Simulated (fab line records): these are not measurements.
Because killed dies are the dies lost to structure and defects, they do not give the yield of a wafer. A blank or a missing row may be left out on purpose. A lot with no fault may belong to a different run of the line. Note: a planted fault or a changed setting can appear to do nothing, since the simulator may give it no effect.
Comparing a struck lot with a sound one || flow berkeley-cmos170 || 17 steps out of a route of 331
Sound: wafers L575.1, L575.5, L575.6. Wafers L580.2, L580.4, L580.5 were the ones struck. Last of all comes the cause.
Per side, at each step with rows, come the tool, then ch with its chambers, and then its first start. Under that, the readings that differ: sound wafers || struck wafers || difference of the means || sigmas: that difference in standard deviations of wafers without a fault.
alike: same words and numbers on both sides, and readings whose means sit less than 2 such deviations apart. not compared: any withheld reading, any reading some wafer has no value for, any bound like >300 that may hide the same value, and any number with overlapping values for which the record gives no deviation.
Wherever a step has rows on one side only, a row that says differs or no value, or a row with sigmas, the two part there. When numbers do not overlap yet have no deviation, they are printed without sigmas and do not part them. A reading that every wafer of one side lacks parts them only if that side has two wafers or more.

UCB170_GATE_ETCH_15: etches poly-Si in HBr/Cl2, stops on SiO2, time 56.3 s, target depth 278.2 nm.
  sound on rie-si-02 ch 2,3, day 7 16:41; struck on rie-si-02 ch 0,2,3, day 9 00:52
  alike: drypump-motor-current-A, oes-product-au, throttle-valve-pct
  not compared: rf-hours-counter-h
UCB170_GATE_STRIP_16: strips in O2.
  sound on plasma-asher-02 ch 0,1, day 7 16:44; struck on plasma-asher-03 ch 0,1, day 9 00:55
  alike: drypump-motor-current-A, oes-product-au
  not compared: rf-hours-counter-h
UCB170_GATE_CD_MEAS_90: target cd 350 nm.
  sound on cd-sem-02, day 7 16:50; struck on cd-sem-02, day 9 01:02
  alike: cd-nm
then, 7 steps without rows for these wafers: UCB170_GATE_CLEAN_17 (cleans in SPM, time 600 s); UCB170_PLDD_HMDS_00 (prime time 60 s); UCB170_PLDD_COAT_01 (resist thk 900 nm); UCB170_PLDD_SOFTBAKE_02 (time 60 s); UCB170_PLDD_EXPOSE_03 (exposes mask PSELECT, target cd 1200 nm); UCB170_PLDD_PEB_04; UCB170_PLDD_DEVELOP_05 (develop time 45 s).
UCB170_PLDD_CD_MEAS_06: target cd 1200 nm.
  sound on cd-sem-02, day 7 18:33; struck on cd-sem-01, day 9 03:01
  alike: cd-nm
UCB170_PLDD_OVL_MEAS_07:
  sound on overlay-02, day 7 18:40; struck on overlay-02, day 9 03:07
  alike: PLDD_OVL
UCB170_PLDD_IMPLANT_08:
  sound on implanter-03 ch 0, day 7 18:43; struck on implanter-03 ch 0, day 9 03:10
{"reading": "beam-on-s (s)", "sound": "10.13 10.08 9.93", "struck": "41.78 42.89 41.43", "difference": "+31.99", "sigmas": "+99 or more"}
{"reading": "dose-ions-cm2", "sound": "5.007e+13 4.994e+13 4.996e+13", "struck": "2.5004e+14 2.5012e+14 2.5005e+14", "difference": "+2.0008e+14", "sigmas": "+99 or more"}
{"reading": "faraday-current-uA", "sound": "157 158 159", "struck": "189 185 192", "difference": "+31", "sigmas": "+10"}
after that, 1 step had no rows for these wafers: UCB170_PLDD_IMPLANT_09.
UCB170_PLDD_STRIP_10: strips in O2.
  sound on plasma-asher-03 ch 0,1, day 7 19:01; struck on plasma-asher-02 ch 0,1, day 9 03:27
  alike: drypump-motor-current-A, oes-product-au, strip-time-to-endpoint-s
  not compared: rf-hours-counter-h
UCB170_PLDD_TW_MEAS_11:
  sound on film-metro-02, day 7 19:07; struck on film-metro-01, day 9 03:47
{"reading": "PLDD_TW", "sound": "1021 1023 1023", "struck": "1404 1405 1409", "difference": "+384", "sigmas": "+44"}
  not compared: hold
UCB170_M3_PROBE_99:
  sound wafers here have rows in the record (prober-01, day 9 07:04); struck ones have none

WHERE THEY PART
Last at UCB170_M3_PROBE_99 as far as this record goes, first at UCB170_PLDD_IMPLANT_08.

WHY: the cause the simulator had injected
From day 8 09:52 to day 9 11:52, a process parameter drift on implanter-03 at UCB170_PLDD_IMPLANT_08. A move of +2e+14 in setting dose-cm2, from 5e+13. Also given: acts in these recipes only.
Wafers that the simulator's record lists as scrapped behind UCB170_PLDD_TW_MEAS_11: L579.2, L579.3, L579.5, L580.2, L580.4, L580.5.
